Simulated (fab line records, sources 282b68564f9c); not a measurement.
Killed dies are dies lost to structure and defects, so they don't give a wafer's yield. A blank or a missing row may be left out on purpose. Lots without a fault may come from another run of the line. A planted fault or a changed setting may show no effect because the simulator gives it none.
Which tool did it? | flow rit_cmos | 12 lots, 36 wafers sampled, at 4 steps of a route of 202

WHAT THE GAUGES READ, wafer by wafer
RIT_SPACER_THK_MEAS_04.
lot  | measured    | on            | SPACER_NITRIDE_THK (nm)
L224 | day 2 23:17 | film_metro-02 | 248.4 246.0 248.8
L225 | day 3 03:33 | film_metro-03 | 247.6 248.2 247.1
L226 | day 3 07:15 | film_metro-04 | 247.7 248.3 249.3
L227 | day 3 13:01 | film_metro-04 | 247.6 248.6 247.6
L228 | day 3 19:04 | film_metro-02 | 251.5 250.7 251.7
L229 | day 4 05:56 | film_metro-03 | 253.3 252.8 251.8
L230 | day 4 10:58 | film_metro-02 | 255.3 253.6 255.4
L231 | day 4 11:19 | film_metro-03 | 246.8 246.6 247.5
L236 | day 5 15:53 | film_metro-03 | 147.8 147.8 148.8
L237 | day 5 21:35 | film_metro-03 | 149.3 149.3 149.7
L240 | day 6 06:14 | film_metro-03 | 248.3 248.6 249.9
L247 | day 7 17:11 | film_metro-02 | 247.5 245.9 247.1

WHICH TOOL RAN EACH LOT (tool, then ch and the chambers of the sampled wafers, then the start)
lot  | RIT_NRETRO_STRIP_09                 | RIT_PLDD_STRIP_09                   | RIT_SPACER_CVD_03
L224 | plasma_asher-01 ch 0,1, day 2 06:05 | plasma_asher-02 ch 0,1, day 2 20:44 | lpcvd-01 ch 1, day 2 21:22
L225 | plasma_asher-04 ch 0,1, day 2 10:57 | plasma_asher-04 ch 0,1, day 3 00:52 | lpcvd-02 ch 0, day 3 01:38
L226 | plasma_asher-01 ch 0,1, day 2 15:10 | plasma_asher-04 ch 0,1, day 3 04:46 | lpcvd-02 ch 0, day 3 05:19
L227 | plasma_asher-01 ch 0,1, day 2 20:40 | plasma_asher-04 ch 0,1, day 3 10:29 | lpcvd-01 ch 0, day 3 11:05
L228 | plasma_asher-01 ch 0,1, day 3 02:31 | plasma_asher-04 ch 0,1, day 3 16:10 | lpcvd-01 ch 1, day 3 17:09
L229 | plasma_asher-02 ch 0,1, day 3 08:43 | plasma_asher-04 ch 0,1, day 4 01:59 | lpcvd-01 ch 1, day 4 03:04
L230 | plasma_asher-01 ch 0,1, day 3 13:19 | plasma_asher-04 ch 0,1, day 4 08:25 | lpcvd-01 ch 0, day 4 09:02
L231 | plasma_asher-02 ch 0,1, day 3 18:04 | plasma_asher-02 ch 0, day 4 08:47   | lpcvd-02 ch 0, day 4 09:23
L236 | plasma_asher-02 ch 0,1, day 4 22:37 | plasma_asher-04 ch 0,1, day 5 12:25 | lpcvd-02 ch 0, day 5 13:01
L237 | plasma_asher-04 ch 0,1, day 5 01:33 | plasma_asher-04 ch 0,1, day 5 18:39 | lpcvd-02 ch 1, day 5 19:40
L240 | plasma_asher-02 ch 0,1, day 5 14:17 | plasma_asher-02 ch 0,1, day 6 03:42 | lpcvd-01 ch 1, day 6 04:18
L247 | plasma_asher-04 ch 1, day 7 00:46   | plasma_asher-04 ch 0,1, day 7 14:40 | lpcvd-01 ch 0, day 7 15:16
- RIT_NRETRO_STRIP_09: strips in O2, time 180 s.
- RIT_PLDD_STRIP_09: strips in O2, time 180 s.
- RIT_SPACER_CVD_03: deposits Si3N4 from SiH2Cl2/NH3, target thk 250 nm, time 3300 s.

WHAT THE TOOLS THEMSELVES READ (means of the sampled wafers that have a number; where no wafer has one, the mark that the record gives instead)
RIT_NRETRO_STRIP_09.
lot  | tool            | drypump_motor_current_A (A) | o2_flow_sccm (sccm)
L224 | plasma_asher-01 | 6.0                         | 4003
L225 | plasma_asher-04 | 5.9                         | 4000
L226 | plasma_asher-01 | 6.0                         | 4009
L227 | plasma_asher-01 | 6.0                         | 4000
L228 | plasma_asher-01 | 6.0                         | 4006
L229 | plasma_asher-02 | 5.9                         | 4003
L230 | plasma_asher-01 | 6.0                         | 3992
L231 | plasma_asher-02 | 5.8                         | 4004
L236 | plasma_asher-02 | 5.9                         | 3993
L237 | plasma_asher-04 | 5.9                         | 3996
L240 | plasma_asher-02 | 5.8                         | 3991
L247 | plasma_asher-04 | 5.5                         | 3999

RIT_PLDD_STRIP_09.
lot  | tool            | drypump_motor_current_A (A) | o2_flow_sccm (sccm)
L224 | plasma_asher-02 | 5.8                         | 3993
L225 | plasma_asher-04 | 5.9                         | 3991
L226 | plasma_asher-04 | 5.9                         | 4000
L227 | plasma_asher-04 | 5.9                         | 3995
L228 | plasma_asher-04 | 6.4                         | 4008
L229 | plasma_asher-04 | 6.4                         | 4008
L230 | plasma_asher-04 | 5.9                         | 3994
L231 | plasma_asher-02 | 6.0                         | 3988
L236 | plasma_asher-04 | 6.4                         | 4006
L237 | plasma_asher-04 | 6.4                         | 3987
L240 | plasma_asher-02 | 5.9                         | 3992
L247 | plasma_asher-04 | 5.9                         | 4022

RIT_SPACER_CVD_03.
lot  | tool     | pressure_mtorr (mTorr) | zone_power_centre_pct (%)
L224 | lpcvd-01 | 300.4                  | 40
L225 | lpcvd-02 | 300.0                  | 30
L226 | lpcvd-02 | 299.9                  | 30
L227 | lpcvd-01 | 299.7                  | 39
L228 | lpcvd-01 | 299.8                  | 40
L229 | lpcvd-01 | 301.2                  | 40
L230 | lpcvd-01 | 300.2                  | 39
L231 | lpcvd-02 | 300.5                  | 30
L236 | lpcvd-02 | 300.0                  | 30
L237 | lpcvd-02 | 299.6                  | 37
L240 | lpcvd-01 | 300.7                  | 39
L247 | lpcvd-01 | 300.5                  | 40

THE ANSWER, worked out from the rows above alone
Rule: what is usual is taken from the lots themselves. Put in order of their means at a reading, lots are off if they are a third of the lots or fewer, leave a main group of 4 or more, and stand apart from it by a gap of 3 or more times the standard deviation of the main group's means; of several such gaps the widest counts. A main group whose means are all the same, to the digits that the tables above print for the reading, isn't used. A lot without any number at a reading at which 4 lots or more have one is off too. The other lots that the step has rows for count as sound. The gauges are gone through in route order, then the tools' own readings, and for those a lot's mean is taken as printed above. The first step at which some lot is off is used, and at that step the reading that is off furthest; a lot without a number counts as furthest.
Off: L236, L237, at RIT_SPACER_THK_MEAS_04 (SPACER_NITRIDE_THK). The main group: mean 249.3 nm, standard deviation 2.5.
A tool fits if, at a process step before that reading, it ran every lot that is off, and no sound lot after the first of them. The gauges at RIT_SPACER_THK_MEAS_04 aren't tried: what is off there is off at RIT_PLDD_STRIP_09 too, on other tools, and a gauge's error can't cause that. One fits: lpcvd-02 at RIT_SPACER_CVD_03. Its last sound lot is L231 (day 4 09:23), its first lot that is off L236 (day 5 13:01): a fault that began between those two fits.

WHAT THE SIMULATOR HAD PUT IN
Process parameter drift: lpcvd-02, from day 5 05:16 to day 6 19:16, at RIT_SPACER_CVD_03. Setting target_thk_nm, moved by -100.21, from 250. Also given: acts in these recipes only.
Lots struck among those shown: L236, L237. The rule above found the same.
